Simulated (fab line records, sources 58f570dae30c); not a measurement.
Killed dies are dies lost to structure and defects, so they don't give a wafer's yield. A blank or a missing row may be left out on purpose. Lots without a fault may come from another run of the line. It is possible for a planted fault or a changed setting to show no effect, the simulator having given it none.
fab line records / flow berkeley_cmos170
record lots=6 wafers=18 last_day=10
route steps=331 shown NLDD@159 SPACER@171 PSD@175
lots that met no fault: taken from a fault-free run of the same line
start_h: hours from the record's first day to the start of the lot's first wafer shown / wait_h: how many hours have passed since the lot's step before this one / " unchanged from the row above / L1.1+2: one row covering several wafers at once / - no value, or no start given / * or withheld: withheld / < > ~ a bound
route shown NAME@n: names a module that has steps shown in the file, with the first one's number in the route / usual: mean/standard deviation taken from wafers without a fault / same: alike in all rows / chamber/n: place in a boat / sites: the reading at each site / _std_site: how widely they spread, as a standard deviation / _edge_site: the outer-site mean with the inner-site mean subtracted / radius_mm: for every site, how far away it sits from the centre of the wafer / mask NAME#n: copy n / behind: the last tool/chamber to shape the wafer / hold: why the lot went on hold/how many hours it stayed there/how the hold came to an end / device: names the non-switching transistor (n, p or np) / end of line: tests run on the same wafers once the route is complete / step lacking rows: just its recipe / killed: the dies lost at the first sort to structure and to defects; this is not the yield of the wafer / map: shows each die of a wafer: x if killed, . if not, _ if none is there
set.NAME: the run value of the setting; set.NAME@STEP: its run value at that earlier step / model.NAME: the simulator's own value behind a step, which no gauge read
lots at some steps of the route; a table a step, a row a wafer
services: from which hour (start_h, from the record's first day; less than 0 if before it) a tool's chamber was out of use, for how many hours, and why
## steps
# step UCB170_NLDD_COAT_01
# recipe resist=KrF spin_rpm=1500 resist_thk_nm=900
# step UCB170_NLDD_SOFTBAKE_02
# recipe resist=KrF temp_c=130 time_s=60
# step UCB170_NLDD_EXPOSE_03
# recipe mask_id=NSELECT na=0.5 sigma_outer=0.6 source_shape=conventional target_cd_nm=1200 dose_mj=30
# step UCB170_NLDD_PEB_04
# recipe peb_temp_c=130 peb_time_s=withheld resist=KrF
# step UCB170_NLDD_DEVELOP_05
# recipe developer=TMAH develop_time_s=45 resist=KrF dev_temp_c=21
# step UCB170_NLDD_CD_MEAS_06
# recipe target_cd_nm=1200
# usual cd_nm=1200.3/1.5
lot.wafer=L424.1 tool=cd_sem-01 chamber=- start_h=125.97 wait_h=- cd_nm=1199.3
lot.wafer=L424.2 tool=cd_sem-01 chamber=- start_h=125.97 wait_h=- cd_nm=1199.6
lot.wafer=L424.5 tool=cd_sem-01 chamber=- start_h=125.97 wait_h=- cd_nm=1199.8
lot.wafer=L427.2 tool=cd_sem-02 chamber=- start_h=126.11 wait_h=- cd_nm=1203.2
lot.wafer=L427.3 tool=cd_sem-02 chamber=- start_h=126.11 wait_h=- cd_nm=1202.2
lot.wafer=L427.5 tool=cd_sem-02 chamber=- start_h=126.11 wait_h=- cd_nm=1202.1
lot.wafer=L433.1 tool=cd_sem-01 chamber=- start_h=165.03 wait_h=- cd_nm=1202.5
lot.wafer=L433.2 tool=cd_sem-01 chamber=- start_h=165.03 wait_h=- cd_nm=1200.9
lot.wafer=L433.4 tool=cd_sem-01 chamber=- start_h=165.03 wait_h=- cd_nm=1203.1
lot.wafer=L435.3 tool=cd_sem-02 chamber=- start_h=173.37 wait_h=- cd_nm=1202.4
lot.wafer=L435.4 tool=cd_sem-02 chamber=- start_h=173.37 wait_h=- cd_nm=1202.8
lot.wafer=L435.5 tool=cd_sem-02 chamber=- start_h=173.37 wait_h=- cd_nm=1203.1
lot.wafer=L439.2 tool=cd_sem-02 chamber=- start_h=196.87 wait_h=- cd_nm=1201.4
lot.wafer=L439.4 tool=cd_sem-02 chamber=- start_h=196.87 wait_h=- cd_nm=1200.5
lot.wafer=L439.5 tool=cd_sem-02 chamber=- start_h=196.87 wait_h=- cd_nm=1200.1
lot.wafer=L442.1 tool=cd_sem-01 chamber=- start_h=208.31 wait_h=- cd_nm=1197.0
lot.wafer=L442.3 tool=cd_sem-01 chamber=- start_h=208.31 wait_h=- cd_nm=1198.8
lot.wafer=L442.4 tool=cd_sem-01 chamber=- start_h=208.31 wait_h=- cd_nm=1199.0
# step UCB170_NLDD_OVL_MEAS_07
# usual NLDD_OVL=2/5.1
lot.wafer=L424.1 tool=overlay-02 chamber=- start_h=126.09 wait_h=0.1 NLDD_OVL[nm]=-4
lot.wafer=L424.2 tool=overlay-02 chamber=- start_h=126.09 wait_h=0.1 NLDD_OVL[nm]=-7
lot.wafer=L424.5 tool=overlay-02 chamber=- start_h=126.09 wait_h=0.1 NLDD_OVL[nm]=6
lot.wafer=L427.2 tool=overlay-01 chamber=- start_h=126.21 wait_h=0.1 NLDD_OVL[nm]=-8
lot.wafer=L427.3 tool=overlay-01 chamber=- start_h=126.21 wait_h=0.1 NLDD_OVL[nm]=-2
lot.wafer=L427.5 tool=overlay-01 chamber=- start_h=126.21 wait_h=0.1 NLDD_OVL[nm]=-5
lot.wafer=L433.1 tool=overlay-01 chamber=- start_h=165.15 wait_h=0.1 NLDD_OVL[nm]=8
lot.wafer=L433.2 tool=overlay-01 chamber=- start_h=165.15 wait_h=0.1 NLDD_OVL[nm]=3
lot.wafer=L433.4 tool=overlay-01 chamber=- start_h=165.15 wait_h=0.1 NLDD_OVL[nm]=7
lot.wafer=L435.3 tool=overlay-02 chamber=- start_h=173.46 wait_h=0.1 NLDD_OVL[nm]=0
lot.wafer=L435.4 tool=overlay-02 chamber=- start_h=173.46 wait_h=0.1 NLDD_OVL[nm]=-9
lot.wafer=L435.5 tool=overlay-02 chamber=- start_h=173.46 wait_h=0.1 NLDD_OVL[nm]=-4
lot.wafer=L439.2 tool=overlay-02 chamber=- start_h=196.97 wait_h=0.1 NLDD_OVL[nm]=6
lot.wafer=L439.4 tool=overlay-02 chamber=- start_h=196.97 wait_h=0.1 NLDD_OVL[nm]=12
lot.wafer=L439.5 tool=overlay-02 chamber=- start_h=196.97 wait_h=0.1 NLDD_OVL[nm]=11
lot.wafer=L442.1 tool=overlay-01 chamber=- start_h=208.43 wait_h=0.1 NLDD_OVL[nm]=1
lot.wafer=L442.3 tool=overlay-01 chamber=- start_h=208.43 wait_h=0.1 NLDD_OVL[nm]=1
lot.wafer=L442.4 tool=overlay-01 chamber=- start_h=208.43 wait_h=0.1 NLDD_OVL[nm]=4
# step UCB170_NLDD_IMPLANT_08
# recipe species=As dose_cm2=5e+13 energy_kev=30 tilt_deg=7 rotation_deg=0
# step UCB170_NLDD_IMPLANT_09
# recipe species=As dose_cm2=5e+13 energy_kev=30 tilt_deg=7 rotation_deg=180
# step UCB170_NLDD_STRIP_10
# recipe chemistry=O2 power_w=400 pressure_mtorr=3500 platen_temp_c=withheld o2_flow_sccm=400 overash_fraction=0.5
# usual drypump_motor_current_A=5.8/0.58 oes_product_au=0.735/0.0044 strip_time_to_endpoint_s=21.63/0.064
lot.wafer=L424.1 tool=plasma_asher-01 chamber=0 start_h=126.43 wait_h=0.1 drypump_motor_current_A=4.8 oes_product_au=0.732 rf_hours_counter_h=1 strip_time_to_endpoint_s=21.73
lot.wafer=L424.2 tool=plasma_asher-01 chamber=1 start_h=126.43 wait_h=0.1 drypump_motor_current_A=5.9 oes_product_au=0.734 rf_hours_counter_h=1 strip_time_to_endpoint_s=21.75
lot.wafer=L424.5 tool=plasma_asher-01 chamber=1 start_h=126.43 wait_h=0.1 drypump_motor_current_A=5.9 oes_product_au=0.731 rf_hours_counter_h=- strip_time_to_endpoint_s=21.70
lot.wafer=L427.2 tool=plasma_asher-02 chamber=0 start_h=126.54 wait_h=0.1 drypump_motor_current_A=5.5 oes_product_au=0.733 rf_hours_counter_h=43 strip_time_to_endpoint_s=21.54
lot.wafer=L427.3 tool=plasma_asher-02 chamber=1 start_h=126.54 wait_h=0.1 drypump_motor_current_A=5.3 oes_product_au=0.735 rf_hours_counter_h=- strip_time_to_endpoint_s=21.58
lot.wafer=L427.5 tool=plasma_asher-02 chamber=0 start_h=126.54 wait_h=0.1 drypump_motor_current_A=5.5 oes_product_au=0.736 rf_hours_counter_h=- strip_time_to_endpoint_s=21.54
lot.wafer=L433.1 tool=plasma_asher-04 chamber=0 start_h=165.49 wait_h=0.1 drypump_motor_current_A=6.5 oes_product_au=0.731 rf_hours_counter_h=47 strip_time_to_endpoint_s=21.64
lot.wafer=L433.2 tool=plasma_asher-04 chamber=1 start_h=165.49 wait_h=0.1 drypump_motor_current_A=6.3 oes_product_au=0.735 rf_hours_counter_h=47 strip_time_to_endpoint_s=21.65
lot.wafer=L433.4 tool=plasma_asher-04 chamber=1 start_h=165.49 wait_h=0.1 drypump_motor_current_A=6.3 oes_product_au=0.738 rf_hours_counter_h=- strip_time_to_endpoint_s=21.68
lot.wafer=L435.3 tool=plasma_asher-01 chamber=0 start_h=173.82 wait_h=0.1 drypump_motor_current_A=4.8 oes_product_au=0.731 rf_hours_counter_h=- strip_time_to_endpoint_s=21.67
lot.wafer=L435.4 tool=plasma_asher-01 chamber=1 start_h=173.82 wait_h=0.1 drypump_motor_current_A=5.9 oes_product_au=0.737 rf_hours_counter_h=- strip_time_to_endpoint_s=21.69
lot.wafer=L435.5 tool=plasma_asher-01 chamber=0 start_h=173.82 wait_h=0.1 drypump_motor_current_A=4.9 oes_product_au=0.736 rf_hours_counter_h=- strip_time_to_endpoint_s=21.67
lot.wafer=L439.2 tool=plasma_asher-02 chamber=0 start_h=197.30 wait_h=0.1 drypump_motor_current_A=5.5 oes_product_au=0.745 rf_hours_counter_h=49 strip_time_to_endpoint_s=21.52
lot.wafer=L439.4 tool=plasma_asher-02 chamber=1 start_h=197.30 wait_h=0.1 drypump_motor_current_A=5.3 oes_product_au=0.727 rf_hours_counter_h=- strip_time_to_endpoint_s=21.60
lot.wafer=L439.5 tool=plasma_asher-02 chamber=0 start_h=197.30 wait_h=0.1 drypump_motor_current_A=5.5 oes_product_au=0.738 rf_hours_counter_h=- strip_time_to_endpoint_s=21.52
lot.wafer=L442.1 tool=plasma_asher-02 chamber=0 start_h=208.77 wait_h=0.1 drypump_motor_current_A=5.5 oes_product_au=0.732 rf_hours_counter_h=50 strip_time_to_endpoint_s=21.62
lot.wafer=L442.3 tool=plasma_asher-02 chamber=1 start_h=208.77 wait_h=0.1 drypump_motor_current_A=5.3 oes_product_au=0.737 rf_hours_counter_h=- strip_time_to_endpoint_s=21.57
lot.wafer=L442.4 tool=plasma_asher-02 chamber=0 start_h=208.77 wait_h=0.1 drypump_motor_current_A=5.5 oes_product_au=0.734 rf_hours_counter_h=- strip_time_to_endpoint_s=21.62
# step UCB170_NLDD_TW_MEAS_11
# usual NLDD_TW=2220/21
lot.wafer=L424.1 tool=film_metro-01 chamber=- start_h=126.53 wait_h=0.1 NLDD_TW=2192
lot.wafer=L424.2 tool=film_metro-01 chamber=- start_h=126.53 wait_h=0.1 NLDD_TW=2193
lot.wafer=L424.5 tool=film_metro-01 chamber=- start_h=126.53 wait_h=0.1 NLDD_TW=2188
lot.wafer=L427.2 tool=film_metro-01 chamber=- start_h=126.70 wait_h=0.1 NLDD_TW=2195
lot.wafer=L427.3 tool=film_metro-01 chamber=- start_h=126.70 wait_h=0.1 NLDD_TW=2192
lot.wafer=L427.5 tool=film_metro-01 chamber=- start_h=126.70 wait_h=0.1 NLDD_TW=2197
lot.wafer=L433.1 tool=film_metro-02 chamber=- start_h=165.59 wait_h=0.1 NLDD_TW=2243
lot.wafer=L433.2 tool=film_metro-02 chamber=- start_h=165.59 wait_h=0.1 NLDD_TW=2251
lot.wafer=L433.4 tool=film_metro-02 chamber=- start_h=165.59 wait_h=0.1 NLDD_TW=2247
lot.wafer=L435.3 tool=film_metro-03 chamber=- start_h=173.90 wait_h=0.1 NLDD_TW=2210
lot.wafer=L435.4 tool=film_metro-03 chamber=- start_h=173.90 wait_h=0.1 NLDD_TW=2202
lot.wafer=L435.5 tool=film_metro-03 chamber=- start_h=173.90 wait_h=0.1 NLDD_TW=2215
lot.wafer=L439.2 tool=film_metro-02 chamber=- start_h=197.41 wait_h=0.1 NLDD_TW=2244
lot.wafer=L439.4 tool=film_metro-02 chamber=- start_h=197.41 wait_h=0.1 NLDD_TW=2241
lot.wafer=L439.5 tool=film_metro-02 chamber=- start_h=197.41 wait_h=0.1 NLDD_TW=2245
lot.wafer=L442.1 tool=film_metro-01 chamber=- start_h=208.87 wait_h=0.1 NLDD_TW=2202
lot.wafer=L442.3 tool=film_metro-01 chamber=- start_h=208.87 wait_h=0.1 NLDD_TW=2189
lot.wafer=L442.4 tool=film_metro-01 chamber=- start_h=208.87 wait_h=0.1 NLDD_TW=2210
# step UCB170_NLDD_CLEAN_12
# recipe chemistry=SPM temp_c=120 time_s=600
# step UCB170_SPACER_CVD_00
# recipe material=SiO2 target_thk_nm=376 temp_c=390 precursor=TEOS/O2 time_s=47 rf_w=550 pressure_mtorr=9000
# usual heater_power_w=257/51 pressure_mtorr=9002/19
lot.wafer=L424.1 tool=pecvd-04 chamber=1 start_h=126.76 wait_h=0.0 heater_power_w=202 pressure_mtorr=9033 model.SiO2_of_SPACER_CVD_00.thk_nm=369.6
lot.wafer=L424.2 tool=pecvd-04 chamber=0 start_h=126.76 wait_h=0.0 heater_power_w=225 pressure_mtorr=9007 model.SiO2_of_SPACER_CVD_00.thk_nm=369
lot.wafer=L424.5 tool=pecvd-04 chamber=2 start_h=126.76 wait_h=0.0 heater_power_w=278 pressure_mtorr=9012 model.SiO2_of_SPACER_CVD_00.thk_nm=381.5
lot.wafer=L427.2 tool=pecvd-01 chamber=2 start_h=126.92 wait_h=0.0 heater_power_w=218 pressure_mtorr=9023 model.SiO2_of_SPACER_CVD_00.thk_nm=370.4
lot.wafer=L427.3 tool=pecvd-01 chamber=1 start_h=126.92 wait_h=0.0 heater_power_w=337 pressure_mtorr=8982 model.SiO2_of_SPACER_CVD_00.thk_nm=365.3
lot.wafer=L427.5 tool=pecvd-01 chamber=1 start_h=126.92 wait_h=0.0 heater_power_w=330 pressure_mtorr=9027 model.SiO2_of_SPACER_CVD_00.thk_nm=373.7
lot.wafer=L433.1 tool=pecvd-01 chamber=0 start_h=165.82 wait_h=0.0 heater_power_w=227 pressure_mtorr=8993 model.SiO2_of_SPACER_CVD_00.thk_nm=427.9
lot.wafer=L433.2 tool=pecvd-01 chamber=1 start_h=165.82 wait_h=0.0 heater_power_w=306 pressure_mtorr=9007 model.SiO2_of_SPACER_CVD_00.thk_nm=421.7
lot.wafer=L433.4 tool=pecvd-01 chamber=1 start_h=165.82 wait_h=0.0 heater_power_w=325 pressure_mtorr=9001 model.SiO2_of_SPACER_CVD_00.thk_nm=431.6
lot.wafer=L435.3 tool=pecvd-01 chamber=0 start_h=174.13 wait_h=0.0 heater_power_w=226 pressure_mtorr=9050 model.SiO2_of_SPACER_CVD_00.thk_nm=422.3
lot.wafer=L435.4 tool=pecvd-01 chamber=1 start_h=174.13 wait_h=0.0 heater_power_w=348 pressure_mtorr=9024 model.SiO2_of_SPACER_CVD_00.thk_nm=430.9
lot.wafer=L435.5 tool=pecvd-01 chamber=2 start_h=174.13 wait_h=0.0 heater_power_w=190 pressure_mtorr=9010 model.SiO2_of_SPACER_CVD_00.thk_nm=429.8
lot.wafer=L439.2 tool=pecvd-04 chamber=1 start_h=197.69 wait_h=0.0 heater_power_w=251 pressure_mtorr=9028 model.SiO2_of_SPACER_CVD_00.thk_nm=370.3
lot.wafer=L439.4 tool=pecvd-04 chamber=0 start_h=197.69 wait_h=0.0 heater_power_w=321 pressure_mtorr=9009 model.SiO2_of_SPACER_CVD_00.thk_nm=376.5
lot.wafer=L439.5 tool=pecvd-04 chamber=1 start_h=197.69 wait_h=0.0 heater_power_w=265 pressure_mtorr=8999 model.SiO2_of_SPACER_CVD_00.thk_nm=376.5
lot.wafer=L442.1 tool=pecvd-04 chamber=0 start_h=209.11 wait_h=0.0 heater_power_w=249 pressure_mtorr=8971 model.SiO2_of_SPACER_CVD_00.thk_nm=375.8
lot.wafer=L442.3 tool=pecvd-04 chamber=1 start_h=209.11 wait_h=0.0 heater_power_w=251 pressure_mtorr=8998 model.SiO2_of_SPACER_CVD_00.thk_nm=374.5
lot.wafer=L442.4 tool=pecvd-04 chamber=2 start_h=209.11 wait_h=0.0 heater_power_w=241 pressure_mtorr=9023 model.SiO2_of_SPACER_CVD_00.thk_nm=386.4
# step UCB170_SPACER_THK_MEAS_01
# recipe reads=SiO2_of_SPACER_CVD_00
# usual SPACER_TEOS_THK=374/5.1
lot.wafer=L424.1 tool=film_metro-04 chamber=- start_h=126.80 wait_h=0.0 hold=- SPACER_TEOS_THK[nm]=370
lot.wafer=L424.2 tool=film_metro-04 chamber=- start_h=126.80 wait_h=0.0 hold=- SPACER_TEOS_THK[nm]=369
lot.wafer=L424.5 tool=film_metro-04 chamber=- start_h=126.80 wait_h=0.0 hold=- SPACER_TEOS_THK[nm]=381
lot.wafer=L427.2 tool=film_metro-04 chamber=- start_h=126.98 wait_h=0.0 hold=- SPACER_TEOS_THK[nm]=370
lot.wafer=L427.3 tool=film_metro-04 chamber=- start_h=126.98 wait_h=0.0 hold=- SPACER_TEOS_THK[nm]=365
lot.wafer=L427.5 tool=film_metro-04 chamber=- start_h=126.98 wait_h=0.0 hold=- SPACER_TEOS_THK[nm]=374
lot.wafer=L433.1 tool=film_metro-02 chamber=- start_h=165.87 wait_h=0.0 hold=await_dispo/0.2h/release SPACER_TEOS_THK[nm]=428
lot.wafer=L433.2 tool=film_metro-02 chamber=- start_h=165.87 wait_h=0.0 hold=await_dispo/0.2h/release SPACER_TEOS_THK[nm]=422
lot.wafer=L433.4 tool=film_metro-02 chamber=- start_h=165.87 wait_h=0.0 hold=await_dispo/0.2h/release SPACER_TEOS_THK[nm]=431
lot.wafer=L433.1 tool=film_metro-02 chamber=- start_h=166.09 wait_h=0.2 hold=- SPACER_TEOS_THK[nm]=428
lot.wafer=L433.2 tool=film_metro-02 chamber=- start_h=166.09 wait_h=0.2 hold=- SPACER_TEOS_THK[nm]=422
lot.wafer=L433.4 tool=film_metro-02 chamber=- start_h=166.09 wait_h=0.2 hold=- SPACER_TEOS_THK[nm]=432
lot.wafer=L435.3 tool=film_metro-02 chamber=- start_h=174.20 wait_h=0.0 hold=await_dispo/0.2h/release SPACER_TEOS_THK[nm]=422
lot.wafer=L435.4 tool=film_metro-02 chamber=- start_h=174.20 wait_h=0.0 hold=await_dispo/0.2h/release SPACER_TEOS_THK[nm]=431
lot.wafer=L435.5 tool=film_metro-02 chamber=- start_h=174.20 wait_h=0.0 hold=await_dispo/0.2h/release SPACER_TEOS_THK[nm]=430
lot.wafer=L435.3 tool=film_metro-02 chamber=- start_h=174.42 wait_h=0.2 hold=- SPACER_TEOS_THK[nm]=422
lot.wafer=L435.4 tool=film_metro-02 chamber=- start_h=174.42 wait_h=0.2 hold=- SPACER_TEOS_THK[nm]=431
lot.wafer=L435.5 tool=film_metro-02 chamber=- start_h=174.42 wait_h=0.2 hold=- SPACER_TEOS_THK[nm]=430
lot.wafer=L439.2 tool=film_metro-02 chamber=- start_h=197.74 wait_h=0.0 hold=- SPACER_TEOS_THK[nm]=370
lot.wafer=L439.4 tool=film_metro-02 chamber=- start_h=197.74 wait_h=0.0 hold=- SPACER_TEOS_THK[nm]=377
lot.wafer=L439.5 tool=film_metro-02 chamber=- start_h=197.74 wait_h=0.0 hold=- SPACER_TEOS_THK[nm]=376
lot.wafer=L442.1 tool=film_metro-04 chamber=- start_h=209.15 wait_h=0.0 hold=- SPACER_TEOS_THK[nm]=376
lot.wafer=L442.3 tool=film_metro-04 chamber=- start_h=209.15 wait_h=0.0 hold=- SPACER_TEOS_THK[nm]=374
lot.wafer=L442.4 tool=film_metro-04 chamber=- start_h=209.15 wait_h=0.0 hold=- SPACER_TEOS_THK[nm]=386
# step UCB170_SPACER_ETCHBACK_03
# recipe stop_on=Si target=SiO2 chemistry=CHF3/CF4/Ar CHF3_flow_sccm=50 cf4_flow_sccm=10 Ar_flow_sccm=120 pressure_mtorr=200 rf_w=500 target_depth_a=3760 time_s=100
# usual drypump_motor_current_A=5.7/0.36 oes_product_au=0.894/0.019 throttle_valve_pct=6.48/0.076
lot.wafer=L424.1 tool=rie_diel-04 chamber=3 start_h=129.23 wait_h=0.0 drypump_motor_current_A=5.3 oes_product_au=0.900 rf_hours_counter_h=137 throttle_valve_pct=6.51 model.etch.depth_nm=369.6
lot.wafer=L424.2 tool=rie_diel-04 chamber=0 start_h=129.23 wait_h=0.0 drypump_motor_current_A=6.3 oes_product_au=0.898 rf_hours_counter_h=49 throttle_valve_pct=6.67 model.etch.depth_nm=369
lot.wafer=L424.5 tool=rie_diel-04 chamber=3 start_h=129.23 wait_h=0.0 drypump_motor_current_A=5.3 oes_product_au=0.909 rf_hours_counter_h=- throttle_valve_pct=6.52 model.etch.depth_nm=381.5
lot.wafer=L427.2 tool=rie_diel-01 chamber=3 start_h=129.23 wait_h=0.0 drypump_motor_current_A=4.9 oes_product_au=0.917 rf_hours_counter_h=87 throttle_valve_pct=6.47 model.etch.depth_nm=370.4
lot.wafer=L427.3 tool=rie_diel-01 chamber=1 start_h=129.23 wait_h=0.0 drypump_motor_current_A=5.9 oes_product_au=0.862 rf_hours_counter_h=64 throttle_valve_pct=6.47 model.etch.depth_nm=365.3
lot.wafer=L427.5 tool=rie_diel-01 chamber=1 start_h=129.23 wait_h=0.0 drypump_motor_current_A=6.0 oes_product_au=0.876 rf_hours_counter_h=- throttle_valve_pct=6.47 model.etch.depth_nm=373.7
lot.wafer=L433.1 tool=rie_diel-03 chamber=3 start_h=171.63 wait_h=0.0 drypump_motor_current_A=6.0 oes_product_au=0.988 rf_hours_counter_h=140 throttle_valve_pct=6.35 model.etch.depth_nm=423
lot.wafer=L433.2 tool=rie_diel-03 chamber=1 start_h=171.63 wait_h=0.0 drypump_motor_current_A=5.5 oes_product_au=0.947 rf_hours_counter_h=138 throttle_valve_pct=6.45 model.etch.depth_nm=421.7
lot.wafer=L433.4 tool=rie_diel-03 chamber=2 start_h=171.63 wait_h=0.0 drypump_motor_current_A=5.7 oes_product_au=0.995 rf_hours_counter_h=115 throttle_valve_pct=6.47 model.etch.depth_nm=421.1
lot.wafer=L435.3 tool=rie_diel-04 chamber=2 start_h=179.60 wait_h=0.0 drypump_motor_current_A=5.9 oes_product_au=0.994 rf_hours_counter_h=36 throttle_valve_pct=6.54 model.etch.depth_nm=422.3
lot.wafer=L435.4 tool=rie_diel-04 chamber=0 start_h=179.60 wait_h=0.0 drypump_motor_current_A=6.3 oes_product_au=1.002 rf_hours_counter_h=52 throttle_valve_pct=6.67 model.etch.depth_nm=430.9
lot.wafer=L435.5 tool=rie_diel-04 chamber=0 start_h=179.60 wait_h=0.0 drypump_motor_current_A=6.3 oes_product_au=1.006 rf_hours_counter_h=- throttle_valve_pct=6.68 model.etch.depth_nm=429.8
lot.wafer=L439.2 tool=rie_diel-03 chamber=2 start_h=201.77 wait_h=0.0 drypump_motor_current_A=5.8 oes_product_au=0.895 rf_hours_counter_h=116 throttle_valve_pct=6.45 model.etch.depth_nm=370.3
lot.wafer=L439.4 tool=rie_diel-03 chamber=1 start_h=201.77 wait_h=0.0 drypump_motor_current_A=5.5 oes_product_au=0.871 rf_hours_counter_h=139 throttle_valve_pct=6.45 model.etch.depth_nm=376.5
lot.wafer=L439.5 tool=rie_diel-03 chamber=3 start_h=201.77 wait_h=0.0 drypump_motor_current_A=6.0 oes_product_au=0.908 rf_hours_counter_h=- throttle_valve_pct=6.35 model.etch.depth_nm=376.5
lot.wafer=L442.1 tool=rie_diel-03 chamber=3 start_h=213.06 wait_h=0.0 drypump_motor_current_A=6.1 oes_product_au=0.906 rf_hours_counter_h=141 throttle_valve_pct=6.38 model.etch.depth_nm=375.8
lot.wafer=L442.3 tool=rie_diel-03 chamber=2 start_h=213.06 wait_h=0.0 drypump_motor_current_A=5.8 oes_product_au=0.903 rf_hours_counter_h=117 throttle_valve_pct=6.45 model.etch.depth_nm=374.5
lot.wafer=L442.4 tool=rie_diel-03 chamber=1 start_h=213.06 wait_h=0.0 drypump_motor_current_A=5.5 oes_product_au=0.895 rf_hours_counter_h=140 throttle_valve_pct=6.44 model.etch.depth_nm=386.4
# step UCB170_PSD_HMDS_00
# recipe prime_time_s=60 prime_temp_c=100
## services
tool=plasma_asher-01 chamber=- start_h=108.75 hours=9.0 kind=pm
tool=plasma_asher-01 chamber=0 start_h=108.75 hours=9.0 kind=vent_cycle
tool=plasma_asher-01 chamber=1 start_h=108.75 hours=9.0 kind=vent_cycle
tool=rie_diel-03 chamber=3 start_h=114.44 hours=2.7 kind=repair
tool=plasma_asher-01 chamber=0 start_h=117.75 hours=- kind=clean
tool=plasma_asher-01 chamber=1 start_h=117.75 hours=- kind=clean
tool=plasma_asher-04 chamber=- start_h=148.95 hours=2.8 kind=repair
tool=plasma_asher-02 chamber=- start_h=160.96 hours=13.1 kind=repair
tool=rie_diel-03 chamber=3 start_h=179.34 hours=10.1 kind=repair
tool=pecvd-01 chamber=- start_h=188.41 hours=6.0 kind=pm
tool=rie_diel-04 chamber=3 start_h=196.93 hours=8.5 kind=repair
tool=pecvd-04 chamber=- start_h=202.89 hours=1.9 kind=repair
## key
first_sign step=UCB170_SPACER_THK_MEAS_01 reading=visit direction=added
effect step=UCB170_SPACER_THK_MEAS_01 reading=SPACER_TEOS_THK direction=up sigmas=11 usual=374 struck=427
effect step=UCB170_SPACER_ETCHBACK_03 reading=oes_product_au direction=up sigmas=5 usual=0.894 struck=0.989
model_effect step=UCB170_SPACER_CVD_00 value=SiO2_of_SPACER_CVD_00.thk_nm without=370 struck=427.4
model_effect step=UCB170_SPACER_ETCHBACK_03 value=etch.depth_nm without=370 struck=424.8
met_at UCB170_SPACER_CVD_00
struck_wafers L433.1,L433.2,L433.4,L435.3,L435.4,L435.5
later_rows_left_out L433.4
sort_left_out L433.1,L433.2,L433.4,L435.3,L435.4,L435.5
tester_left_out L433,L435
onset_between 126.92 165.82
fault kind=process_parameter_drift tool=pecvd-01 chamber=- onset_h=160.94 steps=UCB170_SPACER_CVD_00 channel=target_thk_nm offset=57.328 shape=step end_h=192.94 acts_in=these_recipes_only stated=376
# tester_left_out: of these lots the tester's yield and bins aren't shown, on N5 and GAA mostly nor the transistor test; their killed dies are dies lost to structure and defects alone, not to doping, threshold or leakage, so they don't give the yield
# sort_left_out: the simulated sort isn't trusted on such a fault, so these wafers' sort isn't shown, and their yield isn't known
# later_rows_left_out: the simulator's readings of these wafers behind a module that went badly wrong aren't trusted and aren't shown, but for the sort
